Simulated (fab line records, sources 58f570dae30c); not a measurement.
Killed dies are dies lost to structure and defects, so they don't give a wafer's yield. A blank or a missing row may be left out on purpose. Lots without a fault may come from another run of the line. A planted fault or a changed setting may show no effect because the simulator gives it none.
Which tool did it? | flow berkeley_cmos170 | 14 lots, 42 wafers sampled, at 4 steps of a route of 331

WHAT THE GAUGES READ, wafer by wafer
UCB170_WELLDRIVE_THK_MEAS_02. Usual: WELLDRIVE_OXIDE_THK 198.4 nm, standard deviation 2.7.
lot  | measured    | on            | WELLDRIVE_OXIDE_THK (nm) | flag
L539 | day 3 22:31 | film_metro-02 | 200.0 199.1 201.9        |
L540 | day 3 22:31 | film_metro-01 | 198.1 198.1 198.4        |
L542 | day 4 10:01 | film_metro-02 | 197.9 195.8 193.4        |
L541 | day 4 14:29 | film_metro-03 | 198.9 203.5 201.6        |
L543 | day 4 14:30 | film_metro-02 | 197.0 199.1 199.3        |
L544 | day 5 02:43 | film_metro-01 | 195.4 199.0 195.3        |
L545 | day 5 02:43 | film_metro-03 | 200.4 198.6 202.4        |
L548 | day 5 09:05 | film_metro-01 | 192.4 194.3 193.3        |
L546 | day 5 09:02 | film_metro-01 | 200.8 200.4 200.9        |
L550 | day 5 22:31 | film_metro-01 | 184.7 185.1 188.4        | OFF
L549 | day 5 22:31 | film_metro-03 | 186.0 184.0 186.9        | OFF
L552 | day 6 11:22 | film_metro-02 | 199.6 204.7 201.8        |
L556 | day 7 10:48 | film_metro-01 | 200.2 201.0 199.5        |
L558 | day 7 14:18 | film_metro-03 | 199.0 197.4 198.6        |

UCB170_PVT_TW_MEAS_09. Usual: PVT_TW 508, standard deviation 5.6.
lot  | measured    | on            | PVT_TW      | flag
L539 | day 5 14:11 | film_metro-03 | 511 515 512 |
L540 | day 5 13:56 | film_metro-03 | 511 512 510 |
L542 | day 6 05:32 | film_metro-03 | 515 513 514 |
L541 | day 6 06:35 | film_metro-04 | 514 512 511 |
L543 | day 6 06:21 | film_metro-01 | 498 501 498 |
L544 | day 6 21:59 | film_metro-01 | 501 498 501 |
L545 | day 6 21:24 | film_metro-01 | 498 495 499 |
L548 | day 7 05:50 | film_metro-03 | 508 511 510 |
L546 | day 7 06:05 | film_metro-03 | 509 514 512 |
L550 | day 7 11:48 | film_metro-01 | 505 508 506 |
L549 | day 7 11:25 | film_metro-01 | 504 504 506 |
L552 | day 8 19:35 | film_metro-01 | 503 503 501 |
L556 | day 9 20:02 | film_metro-01 | 502 502 503 |
L558 | day 9 19:46 | film_metro-03 | 513 512 515 |

WHICH TOOL RAN EACH LOT (tool, then ch and the chambers of the sampled wafers, then the start)
lot  | UCB170_PWELL_ETCH_14              | UCB170_WELLDRIVE_OXIDATION_01
L539 | rie_diel-04 ch 0,1, day 3 11:25   | furnace-04 ch 0, day 3 19:01
L540 | rie_diel-02 ch 0,3, day 3 11:40   | furnace-04 ch 0, day 3 19:01
L542 | rie_diel-02 ch 0,1,2, day 3 23:20 | furnace-01 ch 0, day 4 06:29
L541 | rie_diel-04 ch 0,2, day 4 02:14   | furnace-04 ch 0, day 4 10:59
L543 | rie_diel-02 ch 0,1,2, day 4 02:28 | furnace-04 ch 0, day 4 10:59
L544 | rie_diel-02 ch 0,1, day 4 14:28   | furnace-03 ch 0, day 4 23:12
L545 | rie_diel-04 ch 0,1, day 4 14:44   | furnace-03 ch 0, day 4 23:12
L548 | rie_diel-02 ch 0,2, day 4 22:18   | furnace-04 ch 0, day 5 05:31
L546 | rie_diel-03 ch 0,1,3, day 4 22:30 | furnace-04 ch 0, day 5 05:31
L550 | rie_diel-03 ch 1,2,3, day 5 13:25 | furnace-04 ch 0, day 5 19:01
L549 | rie_diel-02 ch 1,2,3, day 5 13:43 | furnace-04 ch 0, day 5 19:01
L552 | rie_diel-04 ch 0,2, day 5 21:28   | furnace-01 ch 0, day 6 07:52
L556 | rie_diel-02 ch 0,2, day 6 23:46   | furnace-03 ch 0, day 7 07:17
L558 | rie_diel-04 ch 2,3, day 7 01:58   | furnace-03 ch 0, day 7 10:47
- UCB170_PWELL_ETCH_14: etches Si3N4 in CH3F/Ar/O2, stops on SiO2, target depth 242 nm, time 151 s.
- UCB170_WELLDRIVE_OXIDATION_01: target thk 199 nm, ox time 9000 s.

WHAT THE TOOLS THEMSELVES READ (means of the sampled wafers that have a number; where no wafer has one, the mark that the record gives instead)
UCB170_PWELL_ETCH_14. Usual: drypump_motor_current_A 5.4 A, standard deviation 0.33; oes_product_au 0.943 a.u., standard deviation 0.016; throttle_valve_pct 8.06 %, standard deviation 0.11.
lot  | tool        | drypump_motor_current_A (A) | oes_product_au (a.u.) | throttle_valve_pct (%) | flag
L539 | rie_diel-04 | 5.2                         | 0.947                 | 8.14                   |
L540 | rie_diel-02 | 5.8                         | 0.934                 | 7.95                   |
L542 | rie_diel-02 | 5.5                         | 0.944                 | 7.94                   |
L541 | rie_diel-04 | 5.6                         | 0.937                 | 8.21                   |
L543 | rie_diel-02 | 5.5                         | 0.947                 | 7.94                   |
L544 | rie_diel-02 | 5.4                         | 0.948                 | 7.95                   |
L545 | rie_diel-04 | 5.2                         | 0.951                 | 8.14                   |
L548 | rie_diel-02 | 5.5                         | 0.969                 | 7.95                   |
L546 | rie_diel-03 | 5.4                         | 0.934                 | 8.08                   |
L550 | rie_diel-03 | 5.2                         | 0.938                 | 8.05                   |
L549 | rie_diel-02 | 5.6                         | 0.949                 | 7.97                   |
L552 | rie_diel-04 | 5.4                         | 0.929                 | 8.21                   |
L556 | rie_diel-02 | 5.5                         | 0.970                 | 7.95                   |
L558 | rie_diel-04 | 5.3                         | 0.916                 | 8.19                   |

UCB170_WELLDRIVE_OXIDATION_01. Usual: spike_tc_centre_C 1102.1 C, standard deviation 1.2; tube_center_temp_C 1100 C, standard deviation 0.099; tube_center_temp_C_max 1102.8, standard deviation 0.46.
lot  | tool       | spike_tc_centre_C (C) | tube_center_temp_C (C) | tube_center_temp_C_max | flag
L539 | furnace-04 | 1100.9                | 1100                   | 1102.8                 |
L540 | furnace-04 | 1101.7                | 1100                   | 1103.2                 |
L542 | furnace-01 | 1103.5                | 1100                   | 1102.6                 |
L541 | furnace-04 | 1101.6                | 1100                   | 1103.3                 |
L543 | furnace-04 | 1102.3                | 1100                   | 1102.8                 |
L544 | furnace-03 | 1101.9                | 1100                   | 1103.1                 |
L545 | furnace-03 | 1101.9                | 1100                   | 1103.5                 |
L548 | furnace-04 | 1100.9                | 1100                   | 1103.0                 |
L546 | furnace-04 | 1101.9                | 1100                   | 1102.7                 |
L550 | furnace-04 | 1093.5                | 1092                   | 1094.6                 | OFF
L549 | furnace-04 | 1093.3                | 1092                   | 1094.3                 | OFF
L552 | furnace-01 | 1103.2                | 1100                   | 1103.1                 |
L556 | furnace-03 | 1102.4                | 1100                   | 1102.5                 |
L558 | furnace-03 | 1101.4                | 1100                   | 1102.5                 |

THE ANSWER, worked out from the rows above alone
Rule: a lot is off if the mean of its wafers that have a number lies more than 3 standard deviations from the usual mean. A lot without any number at a reading at which 4 lots or more have one is off too. The other lots that the step has rows for count as sound. The gauges are gone through in route order, then the tools' own readings, and for those a lot's mean is taken as printed above. The first step at which some lot is off is used, and at that step the reading that is off furthest; a lot without a number counts as furthest.
Off: L550, L549, at UCB170_WELLDRIVE_THK_MEAS_02 (WELLDRIVE_OXIDE_THK).
A tool fits if, at a process step before that reading, it ran every lot that is off, and no sound lot after the first of them. The gauges at UCB170_WELLDRIVE_THK_MEAS_02 aren't tried: what is off there is off at UCB170_WELLDRIVE_OXIDATION_01 too, on other tools, and a gauge's error can't cause that. One fits: furnace-04 at UCB170_WELLDRIVE_OXIDATION_01. Its last sound lot is L546 (day 5 05:31), its first lot that is off L549 (day 5 19:01): a fault that began between those two fits.
The tool's own readings at UCB170_WELLDRIVE_OXIDATION_01 bear it out: on the lots that are off they differ by more than 5 times the standard deviation of the sound lots' means. spike_tc_centre_C reads 1093.4 C there against 1102.0 C on the sound lots; tube_center_temp_C reads 1092 C there against 1100 C on the sound lots; tube_center_temp_C_max reads 1094.4 there against 1102.9 on the sound lots.

WHAT THE SIMULATOR HAD PUT IN
Process parameter drift: furnace-04, from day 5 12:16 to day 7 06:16, at UCB170_WELLDRIVE_OXIDATION_01. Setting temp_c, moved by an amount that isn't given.
Lots struck among those shown: L550, L549. The rule above found the same.
